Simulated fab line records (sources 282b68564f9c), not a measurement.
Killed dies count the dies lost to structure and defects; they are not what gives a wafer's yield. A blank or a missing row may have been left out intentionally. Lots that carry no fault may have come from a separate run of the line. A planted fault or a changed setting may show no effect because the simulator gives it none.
A lot that was struck, set against a sound lot ; flow ritCmos ; 17 steps out of a route of 202
Sound: these wafers, L605.2, L605.4, L605.6. Wafers struck: L611.2, L611.3, L611.4. The cause is given at the end.
At each step with rows: each side's tool, then ch and its chambers, then its first start. Under that, the readings that differ: sound wafers ; struck wafers ; difference of the means ; sigmas: that difference in standard deviations of wafers without a fault.
alike: same words and numbers on both sides, and readings whose means sit less than 2 such deviations apart. not compared: any withheld reading, any reading some wafer has no value for, any bound like >300 that may hide the same value, and any number with overlapping values for which the record gives no deviation.
A row with sigmas, a row that says differs or no value, or rows on one side alone: a step with any of these is where the two part. Numbers that have no deviation but don't overlap get no sigmas and don't part them. A reading missing from all wafers of one side parts the sides only when that side holds two or more wafers.

RIT_CONTACT_STRIP_12: strips in O2, time 180 s.
  sound on plasmaAsher-03 ch 0,1, day 4 16:04; struck on plasmaAsher-04 ch 0,1, day 5 22:45
  alike: drypumpMotorCurrentA
  not compared: rfHoursCounterH
RIT_CONTACT_CD_MEAS_90 targets a cd of 1000 nm.
  sound on cdSem-02, day 4 16:15; struck on cdSem-01, day 5 22:57
  alike: cdNm
then, 2 steps without rows for these wafers: RIT_CONTACT_CLEAN_13 (cleans in SC1, time 600 s); RIT_CONTACT_CLEAN_14 (cleans in SC2, time 600 s).
RIT_M1_SPUTTER_00: material Al, target thk 400 nm, time 500 s.
  sound on pvdSputter-02, day 4 16:42; struck on pvdSputter-04, day 5 23:26
  alike: throttleValvePct
RIT_M1_RS_MEAS_01: uses a four-point probe to measure.
  sound on filmMetro-01, day 4 17:01; struck on filmMetro-04, day 5 23:44
reading;sound;struck;difference;sigmas
M1_AL_RS (ohm/sq);0.0708 0.0699 0.0699;0.0722 0.0722 0.0715;+0.0018;+2
RIT_M1_THK_MEAS_02: measures by xrf.
  sound on filmMetro-01, day 4 17:08; struck on filmMetro-04, day 5 23:51
reading;sound;struck;difference;sigmas
M1_AL_THK (nm);416 423 425;410 412 416;-9;-2
then, 5 steps without rows for these wafers: RIT_M1_HMDS_03 (prime time 60 s); RIT_M1_COAT_04 (resist thk 1300 nm); RIT_M1_SOFTBAKE_05 (time 60 s); RIT_M1_EXPOSE_06 (exposes mask M12, target cd 2600 nm); RIT_M1_PEB_07.
RIT_M1_DEVELOP_08: develop time 68 s.
  sound on lithoTrack-01 ch 0, day 4 17:00; struck on lithoTrack-03 ch 0, day 6 00:00
RIT_M1_CD_MEAS_09 targets a cd of 2600 nm.
  sound on cdSem-01, day 4 18:05; struck on cdSem-02, day 6 01:05
reading;sound;struck;difference;sigmas
cdNm (nm);2603.1 2601.6 2602.3;- - -;no value on the struck wafers;
RIT_M1_OVL_MEAS_10:
  sound on overlay-01, day 4 18:11; struck on overlay-01, day 6 01:12
reading;sound;struck;difference;sigmas
M1_OVL (nm);-0.8 -0.9 -0.5;- - -;no value on the struck wafers;
then, 1 step without rows for these wafers: RIT_M1_HARDBAKE_11 (time 120 s).
RIT_M1_PROBE_99:
  sound on prober-02, day 4 23:20; struck on prober-02, day 6 03:47
reading;sound;struck;difference;sigmas
defectLimitedYield (%);94.7 95.5 96.6;0 0 0;-96;-87
killed_at_M0_to_M3;0 0 0;256 257 257;+257;
killedDies;14 12 9;264 264 264;+252;+84
killedOnRim;2 3 5;70 70 70;+67;+48
killedShort;9 5 5;2 4 1;-4;-2
sort_bin_5_function (%);3.0 3.0 2.3;98.5 98.1 99.2;+95.8;+99 or more
sortNPass;250.0 252.0 255.0;0 0 0;-252;-84
sortYieldPct (%);94.7 95.5 96.6;0 0 0;-96;-87
  alike: killedAtContacts, killedAtFrontEnd, killedOpen, sort_bin_3_pad_short, sort_bin_6_memory

WHERE THEY PART
Earliest at RIT_M1_RS_MEAS_01; latest, in this record, at RIT_M1_PROBE_99.

WHY: what the simulator had put in
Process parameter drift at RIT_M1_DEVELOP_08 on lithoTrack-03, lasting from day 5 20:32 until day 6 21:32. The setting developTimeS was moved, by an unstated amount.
